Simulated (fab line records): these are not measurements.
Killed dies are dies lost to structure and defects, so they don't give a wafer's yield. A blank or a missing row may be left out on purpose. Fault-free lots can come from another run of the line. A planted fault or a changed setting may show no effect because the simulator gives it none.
A lot that was struck, set against a sound lot / flow ritCmos / 15 steps out of a route of 202
Sound: the wafers L902.1, L902.3, L902.6. Struck: wafer L913.2 (left out: L913.4, L913.5 of the same lot, which were not struck); the cause appears at the end.
At each step with rows: each side's tool, then ch and its chambers, then its first start. Under that, the readings that differ: sound wafers / struck wafers / difference of the means / sigmas: that difference in standard deviations of wafers without a fault.
alike: readings with means less than 2 such deviations apart, plus words and numbers identical on both sides. not compared: withheld readings, readings lacking a value on some wafer, bounds such as >300 that could conceal the same value, and numbers that have no deviation in the record and whose values overlap.
Wherever a step has rows on one side only, a row that says differs or no value, or a row with sigmas, the two part there. Non-overlapping numbers with no deviation appear without sigmas and do not part them. A reading that every wafer of one side lacks parts them only if that side has two wafers or more.

RIT_GATE_THK_MEAS_07:
  sound on filmMetro-02 at day 3 07:20; struck on filmMetro-03 at day 5 12:19
  alike: GATE_OXIDE_THK
then, 1 step without rows for these wafers: RIT_GATE_CVD_08 (deposits poly-Si from SiH4, target thk 250 nm, time 2220 s).
RIT_GATE_THK_MEAS_09:
  sound on filmMetro-03 at day 3 09:01; struck on filmMetro-01 at day 5 14:49
  alike: GATE_POLY_THK
then, 6 steps without rows for these wafers: RIT_GATE_HMDS_10 (prime time 60 s); RIT_GATE_COAT_11 (resist thk 850 nm); RIT_GATE_SOFTBAKE_12 (time 60 s); RIT_GATE_EXPOSE_13 (exposes mask M6, target cd 150 nm); RIT_GATE_PEB_14; RIT_GATE_DEVELOP_15 (develop time 50 s).
RIT_GATE_CD_MEAS_16 targets a cd of 150 nm.
  sound on cdSem-01 at day 3 10:03; struck on cdSem-02 at day 5 15:54
reading=cdNm (nm); sound=151.9 150.8 152.9; struck=145.9; difference=-6.0; sigmas=-2
RIT_GATE_OVL_MEAS_17:
  sound on overlay-01 at day 3 10:10; struck on overlay-01 at day 5 16:00
  alike: GATE_OVL
then, 1 step without rows for these wafers: RIT_GATE_HARDBAKE_18 (time 60 s).
RIT_GATE_ETCH_19: etches poly-Si in SF6/CHF3/O2, stops on SiO2, time 165 s, target depth 312.5 nm.
  sound on rieSi-02 ch 0,2, day 3 10:21; struck on rieSi-01 ch 0, day 5 16:11
reading=oesProductAu (a.u.); sound=0.862 0.862 0.858; struck=0.740; difference=-0.121; sigmas=-9
reading=runLengthS (s); sound=194.0 193.3 193.2; struck=239.3; difference=+45.8; sigmas=+99 or more
reading=model.NOVOLAK_of_GATE_COAT_11.thkNm (nm); sound=668.5 665.8 669.2; struck=645.3; difference=-22.5; sigmas=
  alike: drypumpMotorCurrentA, throttleValvePct
  not compared: rfHoursCounterH
RIT_GATE_STRIP_20: strips in O2, time 180 s.
  sound on plasmaAsher-02 ch 0,1, day 3 10:28; struck on plasmaAsher-04 ch 0, day 5 16:17
  alike: drypumpMotorCurrentA
  not compared: rfHoursCounterH
RIT_M1_PROBE_99:
  sound on prober-02 at day 4 06:27; struck on prober-01 at day 6 12:15
reading=model.etest.pmosTurned.rOnOhmUm; sound=3363 3269 3391; struck=3094; difference=-247; sigmas=
reading=model.etest.pmos_0p3.rOnOhmUm; sound=6020 5914 6141; struck=5784; difference=-241; sigmas=
reading=model.etest.pmos_0p15.rOnOhmUm; sound=2736 2650 2761; struck=2465; difference=-251; sigmas=
reading=model.etest.pmos_0p15.driveUaUm; sound=264.3 274.6 263.1; struck=301.8; difference=+34.5; sigmas=
reading=model.etest.pmosTurned.driveUaUm; sound=198.8 204 196.4; struck=220.7; difference=+21.0; sigmas=
reading=model.etest.pwellPinched.rsOhmSq; sound=466.9 456.3 458.6; struck=476.1; difference=+15.5; sigmas=
reading=model.etest.nwellPinched.rsOhmSq; sound=339.2 339.2 341; struck=349.2; difference=+9.4; sigmas=
reading=model.etest.ring.delayPs; sound=27.22 26.61 27.34; struck=24.04; difference=-3.02; sigmas=
  alike: killedAtContacts, killedAtFrontEnd, killedDies, killedOpen, killedShort

== WHERE THEY PART ==
First at RIT_GATE_CD_MEAS_16; last, within this record, at RIT_GATE_ETCH_19. Later steps at which nothing parts them and some readings are alike: RIT_GATE_STRIP_20, RIT_M1_PROBE_99.

WHY: whatever the simulator had introduced
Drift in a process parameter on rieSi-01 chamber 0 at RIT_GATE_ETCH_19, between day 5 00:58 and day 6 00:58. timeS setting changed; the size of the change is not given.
